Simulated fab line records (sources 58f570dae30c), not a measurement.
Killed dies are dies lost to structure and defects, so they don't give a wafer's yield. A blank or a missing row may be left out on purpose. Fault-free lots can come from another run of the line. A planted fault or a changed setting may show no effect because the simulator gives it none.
2 desks, one fault || flow berkeley_cmos170 || every desk sees just its own numbers, and what lay behind them comes last

== TOOL OWNER'S DESK, lpcvd-01 ==
The tool's own readings at UCB170_PWELL_CVD_05 (deposits Si3N4 from SiH2Cl2/NH3, target thk 220 nm, time 3300 s): means of the sampled wafers that have a number, for each lot that ran on this tool. A lot is out of limits, marked OUT, if its mean lies more than 4 standard deviations from the usual mean; the brackets give that distance.
Columns: A = pressure_mtorr at UCB170_PWELL_CVD_05, usual 200.0 mTorr; B = sih2cl2_flow_sccm at UCB170_PWELL_CVD_05, usual 24.97 sccm; C = susceptor_temp_C at UCB170_PWELL_CVD_05, usual 799.9 C; D = zone_power_source_pct at UCB170_PWELL_CVD_05, usual 19.6 %
{"lot": "L900", "first seen here": "day 4 13:09", "A": 200.1, "B": 24.98, "C": 800.1, "D": 21.1}
{"lot": "L901", "first seen here": "day 4 13:09", "A": 200.4, "B": 25.00, "C": 800.4, "D": 21.1}
{"lot": "L905", "first seen here": "day 5 10:13", "A": 200.4, "B": 24.99, "C": 799.3, "D": 21.3}
{"lot": "L906", "first seen here": "day 5 10:13", "A": 200.4, "B": 24.92, "C": 800.0, "D": 21.3}
{"lot": "L907", "first seen here": "day 5 10:13", "A": 200.0, "B": 25.00, "C": 800.2, "D": 21.6}
{"lot": "L909", "first seen here": "day 6 01:38", "A": "159.7 (-99 or more) OUT", "B": 24.94, "C": 799.7, "D": 21.4}
{"lot": "L911", "first seen here": "day 6 06:42", "A": "159.9 (-99 or more) OUT", "B": 24.95, "C": 800.1, "D": 21.2}
This desk's verdict: out of limits on L909, L911, starting with L909 at day 6 01:38 (pressure_mtorr at UCB170_PWELL_CVD_05). L900, L901, L905, L906, L907 stayed within limits.

== AT THE METROLOGY DESK ==
Means of the sampled wafers that have a number, per lot and without regard to the tool the lot ran on: this is what the gauges read. A lot is out of limits, marked OUT, if its mean lies more than 4 standard deviations from the usual mean; the brackets give that distance.
Columns: A = START_OXIDE_THK at UCB170_START_THK_MEAS_03, usual 20.1 nm; B = PWELL_NITRIDE_THK at UCB170_PWELL_THK_MEAS_06, usual 220.9 nm; C = cd_nm at UCB170_PLDD_CD_MEAS_06, usual 1200.2 nm
{"lot": "L896", "first seen here": "day 1 17:07", "A": 20.0, "B": 219.5, "C": 1200.8}
{"lot": "L898", "first seen here": "day 2 01:02", "A": 19.7, "B": 218.2, "C": 1199.9}
{"lot": "L899", "first seen here": "day 2 05:02", "A": 20.7, "B": 219.5, "C": 1200.6}
{"lot": "L901", "first seen here": "day 2 13:25", "A": 20.1, "B": 220.1, "C": 1201.1}
{"lot": "L900", "first seen here": "day 2 13:25", "A": 19.6, "B": 220.2, "C": 1201.4}
{"lot": "L902", "first seen here": "day 3 00:48", "A": 19.8, "B": 221.5, "C": 1198.2}
{"lot": "L905", "first seen here": "day 3 10:31", "A": 20.2, "B": 222.7, "C": 1200.3}
{"lot": "L906", "first seen here": "day 3 21:19", "A": 20.0, "B": 222.2, "C": 1199.7}
{"lot": "L907", "first seen here": "day 3 21:19", "A": 20.6, "B": 221.0, "C": 1200.6}
{"lot": "L909", "first seen here": "day 4 04:53", "A": 20.1, "B": "209.2 (-4.9) OUT", "C": 1198.8}
{"lot": "L910", "first seen here": "day 4 13:09", "A": 19.9, "B": 220.4, "C": 1201.4}
{"lot": "L911", "first seen here": "day 4 15:55", "A": 20.5, "B": "208.3 (-5.3) OUT", "C": 1199.7}
{"lot": "L915", "first seen here": "day 5 11:53", "A": 20.2, "B": 219.2, "C": 1199.7}
{"lot": "L916", "first seen here": "day 5 17:47", "A": 20.4, "B": 219.1, "C": 1200.4}
This desk finds L909, L911 out of limits, with the earliest case on L909 at day 6 03:34 (PWELL_NITRIDE_THK at UCB170_PWELL_THK_MEAS_06). L896, L898, L899, L901, L900, L902, L905, L906, L907, L910, L915, L916 stayed within limits.

== TAKEN TOGETHER ==
The tool owner's desk could have raised an alarm at day 6 01:38, on L909, L911.
The metrology desk could have raised an alarm at day 6 03:34, on L909, L911.
Every lot named ran UCB170_PWELL_CVD_05 on lpcvd-01.

== WHAT WAS PUT IN BY THE SIMULATOR ==
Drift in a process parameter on lpcvd-01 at UCB170_PWELL_CVD_05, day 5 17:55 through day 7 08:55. Setting pressure_mtorr shifted by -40 from 200. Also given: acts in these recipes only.
Lots struck among those shown: L909, L911.
Hours from the fault's start to each desk's first reading out of limits: the tool owner's desk, 8; the metrology desk, 10.
